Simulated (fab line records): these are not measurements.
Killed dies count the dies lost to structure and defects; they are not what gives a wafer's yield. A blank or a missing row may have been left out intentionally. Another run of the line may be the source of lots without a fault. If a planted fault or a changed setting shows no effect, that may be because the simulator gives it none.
fab line records -- flow berkeley_cmos170
[record] lots = 14, wafers = 42, last_day = 12
route steps=331 shown ZERO@12 PWELL@37 PSD@179 V2@296
lots with no fault: from the same line, run without faults
start_h: hours from the record's opening day to when the first of the lot's shown wafers began -- wait_h: hours elapsed since this lot's preceding step -- " unchanged from the row above -- L1.1+2: one row covering several wafers at once -- - no value, or no start given -- * or withheld: withheld -- < > ~ a bound
route shown NAME@n: NAME is a module with steps in the file, n the number in the route of the first one -- usual: average and standard deviation across the fault-free wafers -- same: alike in all rows -- chamber/n: place in a boat -- sites: the reading at each site -- _std_site: standard deviation of those values -- _edge_site: inner sites' mean taken away from outer sites' mean -- radius_mm: how far each site lies from the wafer's centre -- mask NAME#n: copy n -- behind: tool/chamber where the wafer was last shaped -- hold: why the lot went on hold/how many hours it stayed there/how the hold came to an end -- device: the n, p or np transistor that did not switch -- end of line: tests of these same wafers at the route's end -- step lacking rows: just its recipe -- killed: the dies lost at the first sort to structure and to defects; this is not the yield of the wafer -- map: shows each die of a wafer: x if killed, . if not, _ if none is there
set.NAME: the setting that was run; set.NAME@STEP: the one run at that earlier step -- model.NAME: the simulator's own value behind a step, which no gauge read
a sample of lots followed through the steps of the route, with each step as a table and each wafer as a row
services: a tool's chamber out of use, with start hour (start_h, from the record's first day; less than 0 if before it), hours out, and reason
[[steps]]
[step UCB170_ZERO_ETCH_06]
[recipe] chemistry = CHF3/CF4/Ar, target = SiO2, time_s = 12, pressure_mtorr = 100, rf_w = 500, CHF3_flow_sccm = 50, cf4_flow_sccm = 10, Ar_flow_sccm = 120, over_etch_frac = 1.58
[usual] cf4_flow_sccm = 9.997/0.028, chamber_pressure_mTorr = 100.00/0.098, drypump_motor_current_A = 5.5/0.4, oes_product_au = 0.617/0.011, rf_fwd_power_W = 491.1/2.8, throttle_valve_pct = 9.21/0.097
lot.wafer,tool,chamber,start_h,wait_h,cf4_flow_sccm,chamber_pressure_mTorr,drypump_motor_current_A,oes_product_au,rf_fwd_power_W,rf_hours_counter_h,throttle_valve_pct
L240.1,rie_diel-04,1,22.84,-,9.994,99.90,5.1,0.620,493.0,12,9.25
L240.5,rie_diel-04,0,22.84,-,9.999,99.97,4.9,0.629,492.8,-,9.12
L240.6,rie_diel-04,1,22.84,-,9.960,100.15,5.1,0.618,491.5,-,9.25
L241.3,rie_diel-02,1,29.85,-,9.963,100.15,5.3,0.637,490.8,148,9.19
L241.5,rie_diel-02,3,29.85,-,10.014,100.18,5.5,0.601,494.3,-,9.28
L241.6,rie_diel-02,0,29.85,-,9.984,100.14,5.8,0.626,488.0,-,9.31
L244.1,rie_diel-04,1,43.75,-,9.990,100.04,5.2,0.614,494.0,13,9.24
L244.3,rie_diel-04,2,43.75,-,10.033,100.12,5.7,0.610,490.9,146,9.12
L244.4,rie_diel-04,2,43.75,-,9.980,99.93,5.7,0.600,491.2,-,9.14
L247.2,rie_diel-04,0,60.79,-,10.033,99.95,4.9,0.626,493.8,128,9.14
L247.4,rie_diel-04,2,60.79,-,10.001,100.01,5.7,0.602,493.3,146,9.12
L247.6,rie_diel-04,3,60.79,-,10.029,100.13,5.3,0.616,484.8,-,9.36
L248.1,rie_diel-04,1,65.79,-,10.021,100.05,5.2,0.611,494.7,14,9.23
L248.4,rie_diel-04,2,65.79,-,9.980,99.94,5.7,0.603,491.3,147,9.15
L248.6,rie_diel-04,1,65.79,-,10.051,100.08,5.2,0.619,491.7,-,9.24
L249.1,rie_diel-02,2,72.57,-,9.973,99.89,5.9,0.602,494.7,16,9.17
L249.4,rie_diel-02,3,72.57,-,10.010,99.88,5.5,0.609,493.2,0,9.28
L249.5,rie_diel-02,1,72.57,-,10.001,99.97,5.3,0.622,489.2,-,9.18
L251.1,rie_diel-02,0,83.21,-,10.011,99.89,5.8,0.625,488.2,160,9.33
L251.2,rie_diel-02,2,83.21,-,10.003,100.00,5.8,0.608,495.5,16,9.18
L251.5,rie_diel-02,2,83.21,-,9.960,99.80,5.9,0.600,494.9,-,9.20
L252.2,rie_diel-04,2,83.42,-,9.991,100.03,5.7,0.601,489.4,147,9.15
L252.4,rie_diel-04,1,83.42,-,10.010,99.89,5.1,0.616,490.7,14,9.24
L252.5,rie_diel-04,3,83.42,-,9.969,100.16,5.2,0.621,486.0,-,9.38
L255.3,rie_diel-04,3,99.44,-,10.028,99.86,5.2,0.623,488.9,76,9.39
L255.5,rie_diel-04,1,99.44,-,10.039,100.07,5.1,0.612,492.0,-,9.25
L255.6,rie_diel-04,0,99.44,-,9.995,99.99,4.9,0.629,493.1,-,9.13
L256.3,rie_diel-04,2,104.74,-,10.017,99.95,5.7,0.607,489.9,148,9.12
L256.4,rie_diel-04,1,104.74,-,9.946,100.04,5.2,0.619,492.8,15,9.23
L256.6,rie_diel-04,2,104.74,-,10.010,100.20,5.7,0.607,488.8,-,9.13
L259.2,rie_diel-03,0,123.29,-,10.014,99.91,5.0,0.613,494.2,11,9.13
L259.4,rie_diel-03,2,123.29,-,9.964,100.10,6.0,0.619,488.7,19,9.10
L259.6,rie_diel-03,2,123.29,-,9.984,100.09,6.0,0.622,488.2,-,9.11
L260.3,rie_diel-02,3,126.76,-,10.024,99.97,5.6,0.610,490.6,2,9.28
L260.4,rie_diel-02,1,126.76,-,10.011,100.25,5.3,0.627,490.0,-,9.20
L260.6,rie_diel-02,2,126.76,-,10.012,100.08,5.8,0.598,497.8,-,9.19
L261.2,rie_diel-04,1,130.95,-,10.022,100.14,5.2,0.610,494.2,16,9.24
L261.3,rie_diel-04,0,130.95,-,9.985,100.12,4.9,0.635,491.1,131,9.12
L261.5,rie_diel-04,1,130.95,-,10.008,100.06,5.2,0.618,494.8,-,9.24
L262.3,rie_diel-02,1,135.11,-,10.064,100.00,5.3,0.628,492.2,153,9.20
L262.5,rie_diel-02,2,135.11,-,9.986,100.06,5.9,0.603,495.0,-,9.17
L262.6,rie_diel-02,1,135.11,-,9.989,99.86,5.3,0.618,491.3,-,9.20
[step UCB170_PWELL_THK_MEAS_03]
[recipe] reads = SiO2_of_PWELL_OXIDATION_02
[usual] PWELL_OXIDE_THK = 26.3/0.43
lot.wafer,tool,chamber,start_h,wait_h,PWELL_OXIDE_THK[nm]
L240.1,film_metro-04,-,44.96,0.0,26.3
L240.5,film_metro-04,-,44.96,0.0,25.8
L240.6,film_metro-04,-,44.96,0.0,26.1
L241.3,film_metro-04,-,49.40,0.0,26.4
L241.5,film_metro-04,-,49.40,0.0,26.1
L241.6,film_metro-04,-,49.40,0.0,26.4
L244.1,film_metro-01,-,64.73,0.0,26.5
L244.3,film_metro-01,-,64.73,0.0,26.7
L244.4,film_metro-01,-,64.73,0.0,26.4
L248.1,film_metro-03,-,85.32,0.0,26.8
L248.4,film_metro-03,-,85.32,0.0,26.6
L248.6,film_metro-03,-,85.32,0.0,26.5
L247.2,film_metro-01,-,85.33,0.0,26.6
L247.4,film_metro-01,-,85.33,0.0,26.6
L247.6,film_metro-01,-,85.33,0.0,26.7
L249.1,film_metro-04,-,98.91,0.0,26.6
L249.4,film_metro-04,-,98.91,0.0,27.1
L249.5,film_metro-04,-,98.91,0.0,26.8
L251.1,film_metro-04,-,104.03,0.0,26.4
L251.2,film_metro-04,-,104.03,0.0,25.9
L251.5,film_metro-04,-,104.03,0.0,25.4
L252.2,film_metro-03,-,104.04,0.0,26.8
L252.4,film_metro-03,-,104.04,0.0,26.7
L252.5,film_metro-03,-,104.04,0.0,26.8
L255.3,film_metro-04,-,122.95,0.0,26.7
L255.5,film_metro-04,-,122.95,0.0,26.0
L255.6,film_metro-04,-,122.95,0.0,26.3
L256.3,film_metro-01,-,127.17,0.0,26.5
L256.4,film_metro-01,-,127.17,0.0,26.1
L256.6,film_metro-01,-,127.17,0.0,25.7
L259.2,film_metro-04,-,145.02,0.0,25.6
L259.4,film_metro-04,-,145.02,0.0,25.8
L259.6,film_metro-04,-,145.02,0.0,25.8
L260.3,film_metro-04,-,147.20,0.0,25.7
L260.4,film_metro-04,-,147.20,0.0,26.1
L260.6,film_metro-04,-,147.20,0.0,25.9
L261.2,film_metro-04,-,156.20,0.0,25.8
L261.3,film_metro-04,-,156.20,0.0,25.6
L261.5,film_metro-04,-,156.20,0.0,25.8
L262.3,film_metro-03,-,156.21,0.0,25.5
L262.5,film_metro-03,-,156.21,0.0,25.7
L262.6,film_metro-03,-,156.21,0.0,25.7
[step UCB170_PSD_PEB_04]
[recipe] peb_temp_c = 130, peb_time_s = withheld, resist = KrF
[usual] heater_power_total_W = 56.80/0.042, plate_temp_C = 130.01/0.14
lot.wafer,tool,chamber,start_h,wait_h,heater_power_total_W,plate_temp_C
L241.3,litho_track-02,0,142.31,0.4,56.75,129.97
L241.5,litho_track-02,0,142.31,0.4,56.84,130.08
L241.6,litho_track-02,0,142.31,0.4,56.82,129.93
L240.1,litho_track-02,0,142.53,0.6,56.82,130.10
L240.5,litho_track-02,0,142.53,0.6,56.89,129.87
L240.6,litho_track-02,0,142.53,0.6,56.81,129.96
L244.1,litho_track-04,0,163.38,0.1,56.81,129.94
L244.3,litho_track-04,0,163.38,0.1,56.79,130.08
L244.4,litho_track-04,0,163.38,0.1,56.76,130.29
L248.1,litho_track-02,0,175.03,0.1,56.81,129.98
L248.4,litho_track-02,0,175.03,0.1,56.80,130.08
L248.6,litho_track-02,0,175.03,0.1,56.79,130.20
L247.2,litho_track-01,0,175.29,0.1,56.75,130.01
L247.4,litho_track-01,0,175.29,0.1,56.81,130.33
L247.6,litho_track-01,0,175.29,0.1,56.78,129.96
L249.1,litho_track-01,0,190.39,0.1,56.81,130.05
L249.4,litho_track-01,0,190.39,0.1,56.84,130.16
L249.5,litho_track-01,0,190.39,0.1,56.80,130.16
L252.2,litho_track-04,0,190.65,0.1,56.85,129.94
L252.4,litho_track-04,0,190.65,0.1,56.84,130.14
L252.5,litho_track-04,0,190.65,0.1,56.81,130.18
L251.1,litho_track-01,0,190.99,0.1,56.79,130.06
L251.2,litho_track-01,0,190.99,0.1,56.82,129.96
L251.5,litho_track-01,0,190.99,0.1,56.81,130.03
L256.3,litho_track-02,0,215.41,0.3,56.75,129.91
L256.4,litho_track-02,0,215.41,0.3,56.77,129.71
L256.6,litho_track-02,0,215.41,0.3,56.78,130.07
L255.3,litho_track-04,0,215.77,0.1,56.75,129.81
L255.5,litho_track-04,0,215.77,0.1,56.84,129.99
L255.6,litho_track-04,0,215.77,0.1,56.75,129.69
L259.2,litho_track-04,0,236.41,0.3,55.25,127.21
L259.4,litho_track-04,0,236.41,0.3,55.18,127.25
L259.6,litho_track-04,0,236.41,0.3,55.15,127.32
L260.3,litho_track-04,0,236.71,0.5,55.22,127.32
L260.4,litho_track-04,0,236.71,0.5,55.21,127.23
L260.6,litho_track-04,0,236.71,0.5,55.14,127.16
L262.3,litho_track-01,0,247.32,0.4,56.83,129.72
L262.5,litho_track-01,0,247.32,0.4,56.82,129.78
L262.6,litho_track-01,0,247.32,0.4,56.77,129.73
L261.2,litho_track-01,0,247.57,0.6,56.71,129.97
L261.3,litho_track-01,0,247.57,0.6,56.85,130.11
L261.5,litho_track-01,0,247.57,0.6,56.72,129.86
[step UCB170_PSD_CD_MEAS_06]
[recipe] target_cd_nm = 1200
[usual] cd_nm = 1200.2/1.5
lot.wafer,tool,chamber,start_h,wait_h,cd_nm
L241.3,cd_sem-02,-,142.57,-,1197.4
L241.5,cd_sem-02,-,142.57,-,1198.4
L241.6,cd_sem-02,-,142.57,-,1197.0
L240.1,cd_sem-01,-,142.81,-,1198.2
L240.5,cd_sem-01,-,142.81,-,1198.7
L240.6,cd_sem-01,-,142.81,-,1198.8
L244.1,cd_sem-01,-,163.66,-,1199.8
L244.3,cd_sem-01,-,163.66,-,1197.8
L244.4,cd_sem-01,-,163.66,-,1197.4
L248.1,cd_sem-01,-,175.30,-,1202.9
L248.4,cd_sem-01,-,175.30,-,1199.9
L248.6,cd_sem-01,-,175.30,-,1202.1
L247.2,cd_sem-01,-,175.56,-,1198.5
L247.4,cd_sem-01,-,175.56,-,1199.3
L247.6,cd_sem-01,-,175.56,-,1198.5
L249.1,cd_sem-01,-,190.66,-,1202.5
L249.4,cd_sem-01,-,190.66,-,1201.9
L249.5,cd_sem-01,-,190.66,-,1201.7
L252.2,cd_sem-02,-,190.92,-,1198.9
L252.4,cd_sem-02,-,190.92,-,1198.9
L252.5,cd_sem-02,-,190.92,-,1198.6
L251.1,cd_sem-02,-,191.26,-,1200.1
L251.2,cd_sem-02,-,191.26,-,1199.3
L251.5,cd_sem-02,-,191.26,-,1201.8
L256.3,cd_sem-01,-,215.67,-,1199.2
L256.4,cd_sem-01,-,215.67,-,1200.7
L256.6,cd_sem-01,-,215.67,-,1201.2
L255.3,cd_sem-02,-,216.03,-,1198.4
L255.5,cd_sem-02,-,216.03,-,1198.2
L255.6,cd_sem-02,-,216.03,-,1199.3
L259.2,cd_sem-02,-,236.68,-,1179.2
L259.4,cd_sem-02,-,236.68,-,1179.1
L259.6,cd_sem-02,-,236.68,-,1178.1
L260.3,cd_sem-02,-,236.97,-,1177.3
L260.4,cd_sem-02,-,236.97,-,1177.4
L260.6,cd_sem-02,-,236.97,-,1177.2
L262.3,cd_sem-01,-,247.59,-,1201.5
L262.5,cd_sem-01,-,247.59,-,1202.7
L262.6,cd_sem-01,-,247.59,-,1204.2
L261.2,cd_sem-01,-,247.84,-,1197.6
L261.3,cd_sem-01,-,247.84,-,1197.9
L261.5,cd_sem-01,-,247.84,-,1198.5
[step UCB170_V2_THK_MEAS_04]
[recipe] reads = SiO2_of_V2_CVD_00
[usual] V2_POLISHED_THK = 1000.2/1.1
lot.wafer,tool,chamber,start_h,wait_h,V2_POLISHED_THK[nm]
L241.3,film_metro-04,-,166.45,0.1,1001.3
L241.5,film_metro-04,-,166.45,0.1,1000.5
L241.6,film_metro-04,-,166.45,0.1,1000.5
L240.1,film_metro-03,-,166.80,0.1,1000.1
L240.5,film_metro-03,-,166.80,0.1,997.9
L240.6,film_metro-03,-,166.80,0.1,1000.0
L244.1,film_metro-02,-,185.94,0.1,1000.0
L244.3,film_metro-02,-,185.94,0.1,1000.6
L244.4,film_metro-02,-,185.94,0.1,998.4
L247.2,film_metro-03,-,199.46,0.1,998.4
L247.4,film_metro-03,-,199.46,0.1,998.3
L247.6,film_metro-03,-,199.46,0.1,999.9
L248.1,film_metro-04,-,199.93,0.1,997.4
L248.4,film_metro-04,-,199.93,0.1,998.4
L248.6,film_metro-04,-,199.93,0.1,998.3
L251.1,film_metro-02,-,214.18,0.1,1001.0
L251.2,film_metro-02,-,214.18,0.1,1002.0
L251.5,film_metro-02,-,214.18,0.1,1000.5
L249.1,film_metro-03,-,215.55,0.1,999.5
L249.4,film_metro-03,-,215.55,0.1,998.8
L249.5,film_metro-03,-,215.55,0.1,1000.2
L252.2,film_metro-04,-,216.39,0.1,1001.3
L252.4,film_metro-04,-,216.39,0.1,999.6
L252.5,film_metro-04,-,216.39,0.1,999.2
L255.3,film_metro-04,-,239.60,0.1,1000.8
L255.5,film_metro-04,-,239.60,0.1,1002.4
L255.6,film_metro-04,-,239.60,0.1,1001.1
L256.3,film_metro-04,-,240.36,0.1,1002.5
L256.4,film_metro-04,-,240.36,0.1,999.6
L256.6,film_metro-04,-,240.36,0.1,1001.1
L260.3,film_metro-02,-,259.73,0.1,999.7
L260.4,film_metro-02,-,259.73,0.1,999.2
L260.6,film_metro-02,-,259.73,0.1,999.1
L259.2,film_metro-04,-,260.02,0.1,999.8
L259.4,film_metro-04,-,260.02,0.1,999.6
L259.6,film_metro-04,-,260.02,0.1,998.9
L262.3,film_metro-03,-,275.19,0.1,1000.5
L262.5,film_metro-03,-,275.19,0.1,1000.6
L262.6,film_metro-03,-,275.19,0.1,1000.9
L261.2,film_metro-02,-,275.43,0.1,1001.4
L261.3,film_metro-02,-,275.43,0.1,1000.4
L261.5,film_metro-02,-,275.43,0.1,1001.2
[[services]]
tool,chamber,start_h,hours,kind
rie_diel-04,-,5.14,0.6,repair
rie_diel-02,-,26.30,0.5,repair
rie_diel-04,3,32.81,12.4,repair
rie_diel-04,-,38.71,1.1,repair
rie_diel-02,3,45.44,-,clean
rie_diel-02,3,45.44,14.3,scheduled_down
rie_diel-02,3,45.44,14.3,vent_cycle
rie_diel-02,-,59.10,6.5,repair
rie_diel-03,-,65.92,5.5,repair
rie_diel-02,3,80.77,5.9,repair
rie_diel-03,3,85.36,3.0,repair
rie_diel-04,-,112.77,2.1,repair
rie_diel-03,1,159.17,7.0,repair
rie_diel-04,2,161.59,-,clean
rie_diel-04,2,161.59,15.2,scheduled_down
rie_diel-04,2,161.59,15.2,vent_cycle
rie_diel-02,3,161.93,1.9,repair
rie_diel-02,2,165.38,11.7,repair
rie_diel-03,-,173.02,0.1,repair
rie_diel-03,3,189.20,5.1,repair
rie_diel-02,-,232.99,1.0,repair
rie_diel-04,0,239.22,-,clean
rie_diel-04,0,239.22,17.8,scheduled_down
rie_diel-04,0,239.22,17.8,vent_cycle
[[key]]
[first_sign] step = UCB170_PSD_PEB_04, reading = heater_power_total_W, direction = down, sigmas = 39, usual = 56.80, struck = 55.19
[effect] step = UCB170_PSD_PEB_04, reading = plate_temp_C, direction = down, sigmas = 20, usual = *, struck = *
[effect] step = UCB170_PSD_CD_MEAS_06, reading = cd_nm, direction = down, sigmas = 15, usual = 1200.2, struck = 1178.1
met_at UCB170_PSD_PEB_04
struck_lots L259,L260
tester_left_out L259,L260
not_acting_at UCB170_ZERO_ETCH_06,UCB170_PWELL_THK_MEAS_03,UCB170_V2_THK_MEAS_04
onset_between 215.77 236.41
[fault] kind = process_parameter_drift, tool = litho_track-04, chamber = -, onset_h = 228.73, steps = UCB170_PSD_PEB_04, channel = peb_temp_c, offset = *, shape = step, end_h = 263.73, acts_in = *, stated = *
// tester_left_out: of these lots the tester's yield and bins aren't shown, on N5 and GAA mostly nor the transistor test; their killed dies are dies lost to structure and defects alone, not to doping, threshold or leakage, so they don't give the yield
